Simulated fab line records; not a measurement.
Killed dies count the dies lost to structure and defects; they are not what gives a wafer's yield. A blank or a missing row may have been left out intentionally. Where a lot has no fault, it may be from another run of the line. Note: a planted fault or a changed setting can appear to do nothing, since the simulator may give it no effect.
Split-lot experiment + flow rit_cmos + on a route of 202 steps: 5 lots, 27 wafers read

== SPLIT DETAILS ==
At RIT_CONTACT_DEVELOP_07 (develop time 120 s), the setting develop_time_s was moved away from the recipe's 120 s on 12 of the 27 wafers read, by -32.4% to +35.7%. This setting was run at the recipe's value on the other wafers.

== FROM THE SPLIT TO THE READING: what the file shows between them, 3 steps ==
- RIT_CONTACT_CD_MEAS_08: target cd 1000 nm
- RIT_CONTACT_ETCH_11: etches SiO2 in CHF3/CF4/Ar, stops on TiSi2, target depth 480 nm, time 320 s (also split here: time_s)
- RIT_CONTACT_STRIP_12: strips in O2, time 180 s

== THE READING ==
cd_nm (nm) at RIT_CONTACT_CD_MEAS_90, where the cd target is 1000 nm. Typical for fault-free wafers on this fab line: 1000.1 nm, with standard deviation 2.2 nm.

| wafer  | tool, chamber at the split | develop_time_s as run, s | against the recipe | cd_nm, nm | against lot-mates on the recipe |
|--------|----------------------------|--------------------------|--------------------|-----------|---------------------------------|
| L074.1 | litho_track-03, 0          | 120                      | recipe             | 997.8     | -                               |
| L074.2 | litho_track-03, 0          | 81.11                    | -32.4%             | 969.4     | -30.3                           |
| L074.3 | litho_track-03, 0          | 120                      | recipe             | 998.8     | -                               |
| L074.4 | litho_track-03, 0          | 81.11                    | -32.4%             | 965.6     | -34.1                           |
| L074.5 | litho_track-03, 0          | 81.11                    | -32.4%             | 966.4     | -33.3                           |
| L074.6 | litho_track-03, 0          | 120                      | recipe             | 1002.6    | -                               |
| L077.1 | litho_track-04, 0          | 120                      | recipe             | 1000.7    | -                               |
| L077.2 | litho_track-04, 0          | 120                      | recipe             | 997.9     | -                               |
| L077.5 | litho_track-04, 0          | 120                      | recipe             | 1001.4    | -                               |
| L080.1 | litho_track-02, 0          | 120                      | recipe             | 999.4     | -                               |
| L080.2 | litho_track-02, 0          | 156.3                    | +30.2%             | 1022.9    | +23.5                           |
| L080.3 | litho_track-02, 0          | 156.3                    | +30.2%             | 1020.7    | +21.3                           |
| L080.4 | litho_track-02, 0          | 120                      | recipe             | 999.9     | -                               |
| L080.5 | litho_track-02, 0          | 156.3                    | +30.2%             | 1022.4    | +23.0                           |
| L080.6 | litho_track-02, 0          | 120                      | recipe             | 998.8     | -                               |
| L082.1 | litho_track-03, 0          | 162.8                    | +35.7%             | 1024.5    | +25.5                           |
| L082.2 | litho_track-03, 0          | 120                      | recipe             | 998.7     | -                               |
| L082.3 | litho_track-03, 0          | 162.8                    | +35.7%             | 1023.9    | +24.9                           |
| L082.4 | litho_track-03, 0          | 162.8                    | +35.7%             | 1023.5    | +24.5                           |
| L082.5 | litho_track-03, 0          | 120                      | recipe             | 997.8     | -                               |
| L082.6 | litho_track-03, 0          | 120                      | recipe             | 1000.6    | -                               |
| L084.1 | litho_track-02, 0          | 120                      | recipe             | 1003.5    | -                               |
| L084.2 | litho_track-02, 0          | 120                      | recipe             | 1001.6    | -                               |
| L084.3 | litho_track-02, 0          | 91.39                    | -23.8%             | 980.7     | -21.9                           |
| L084.4 | litho_track-02, 0          | 91.39                    | -23.8%             | 978.8     | -23.8                           |
| L084.5 | litho_track-02, 0          | 120                      | recipe             | 1002.7    | -                               |
| L084.6 | litho_track-02, 0          | 91.39                    | -23.8%             | 981.0     | -21.6                           |

FIT RESULTS
A straight line over all 27 wafers: cd_nm changes by +0.807 nm for each +1% of develop_time_s; r = +0.99; the points scatter about the line by 3 nm.
The same after taking each lot's own level away (the mean of its wafers on the recipe; 27 wafers): +0.836 nm for each +1%; r = +0.99; scatter 2.5 nm.
On that fit, the largest move of develop_time_s shifts the reading by 30 nm.
From 999.03 to 1002.60 nm: that is the span of the lots' own levels, equal to 1.6 times the standard deviation above.
The two slopes are in agreement: the lot-to-lot level therefore moves the slope only a little.
Check: with one of the wafers moved furthest among these (+35.7%) left out of the fit, the line predicts +28.5 nm for it against its lot-mates. Against them it came out at +25.5 nm.

== OTHER SPLITS ON THESE WAFERS ==
Note: prior to the reading, these wafers also went through further splits. Each is held against what the fit with the lots' levels taken away leaves over:
| other split on the same wafers     | wafers away from the commonest value | r with cd_nm (lot level and that fit taken away) |
|------------------------------------|--------------------------------------|--------------------------------------------------|
| RIT_ACTIVE_OXIDATION_01 ox_time_s  | 12                                   | -0.22                                            |
| RIT_GATE_DEVELOP_15 develop_time_s | 6                                    | +0.26                                            |
| RIT_SPACER_ETCHBACK_05 time_s      | 12                                   | +0.22                                            |
| RIT_CONTACT_ETCH_11 time_s         | 6                                    | +0.02                                            |

== THE WHOLE CHAIN: every reading that the file lists as answering this split, in the file's order ==
| step                   | what it does      | reading | change (the file's fit)               | r (the file's) |
|------------------------|-------------------|---------|---------------------------------------|----------------|
| RIT_CONTACT_CD_MEAS_08 | target cd 1000 nm | cd_nm   | +0.824 nm for each +1% of the setting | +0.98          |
| RIT_CONTACT_CD_MEAS_90 | target cd 1000 nm | cd_nm   | +0.832 nm for each +1% of the setting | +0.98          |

== THE FILE'S OWN FIT ==
cd_nm changes by +0.832 nm for each +1% of develop_time_s, r = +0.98.
